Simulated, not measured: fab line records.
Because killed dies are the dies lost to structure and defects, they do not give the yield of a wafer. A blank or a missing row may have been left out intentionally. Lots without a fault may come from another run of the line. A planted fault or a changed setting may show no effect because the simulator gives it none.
Which tool was responsible? | flow berkeleyCmos170 | Sampling: 7 lots, 21 wafers, 3 of 331 route steps

WHAT THE GAUGES SHOWED, per wafer
UCB170_PVT_TW_MEAS_09.
lot  | measured    | on           | PVT_TW
L699 | day 5 21:47 | filmMetro-04 | 496 496 495
L704 | day 6 20:59 | filmMetro-03 | 509 511 511
L706 | day 7 05:19 | filmMetro-03 | 509 510 508
L709 | day 8 01:13 | filmMetro-03 | 508 511 509
L714 | day 9 01:06 | filmMetro-04 | 500 503 503
L717 | day 9 11:05 | filmMetro-03 | 463 463 462
L721 | day 9 20:10 | filmMetro-04 | 502 499 501

EACH LOT AND THE TOOL THAT RAN IT (in order: tool; ch and the chambers of the sampled wafers; start)
lot  | UCB170_NWELL_PEB_10             | UCB170_PVT_IMPLANT_07
L699 | lithoTrack-03 ch 0, day 2 14:32 | implanter-03 ch 0, day 5 21:32
L704 | lithoTrack-03 ch 0, day 3 12:05 | implanter-02 ch 0, day 6 20:44
L706 | lithoTrack-01 ch 0, day 3 18:37 | implanter-02 ch 0, day 7 05:04
L709 | lithoTrack-02 ch 0, day 4 13:51 | implanter-02 ch 0, day 8 00:58
L714 | lithoTrack-02 ch 0, day 5 19:04 | implanter-02 ch 0, day 9 00:54
L717 | lithoTrack-03 ch 0, day 6 09:10 | implanter-03 ch 0, day 9 10:48
L721 | lithoTrack-03 ch 0, day 7 00:47 | implanter-04 ch 0, day 9 19:55
- UCB170_NWELL_PEB_10
- UCB170_PVT_IMPLANT_07

THE ANSWER, worked out from the rows above alone
Rule: usual is defined by the lots themselves. The widest of any qualifying gaps counts: lots, ordered by their means at a reading, are off when they make up no more than a third of the lots, leave a main group of 4 or more, and stand apart from it by 3 or more times the standard deviation of that group's means. If all means in a main group match to the digits the tables above print for the reading, that group is not used. A lot without any number at a reading at which 4 lots or more have one is off too. All remaining lots with rows at the step are treated as sound.
Off: L717, at UCB170_PVT_TW_MEAS_09 (PVT_TW). The main group: mean 504, standard deviation 5.4.
A tool fits if, at a process step before that reading, it ran every lot that is off, and no sound lot after the first of them. The gauges at UCB170_PVT_TW_MEAS_09 are tried like those tools. Can't be told from this: 2 tools fit, implanter-03 at UCB170_PVT_IMPLANT_07, filmMetro-03 at UCB170_PVT_TW_MEAS_09.

WHAT THE SIMULATOR HAD INSERTED
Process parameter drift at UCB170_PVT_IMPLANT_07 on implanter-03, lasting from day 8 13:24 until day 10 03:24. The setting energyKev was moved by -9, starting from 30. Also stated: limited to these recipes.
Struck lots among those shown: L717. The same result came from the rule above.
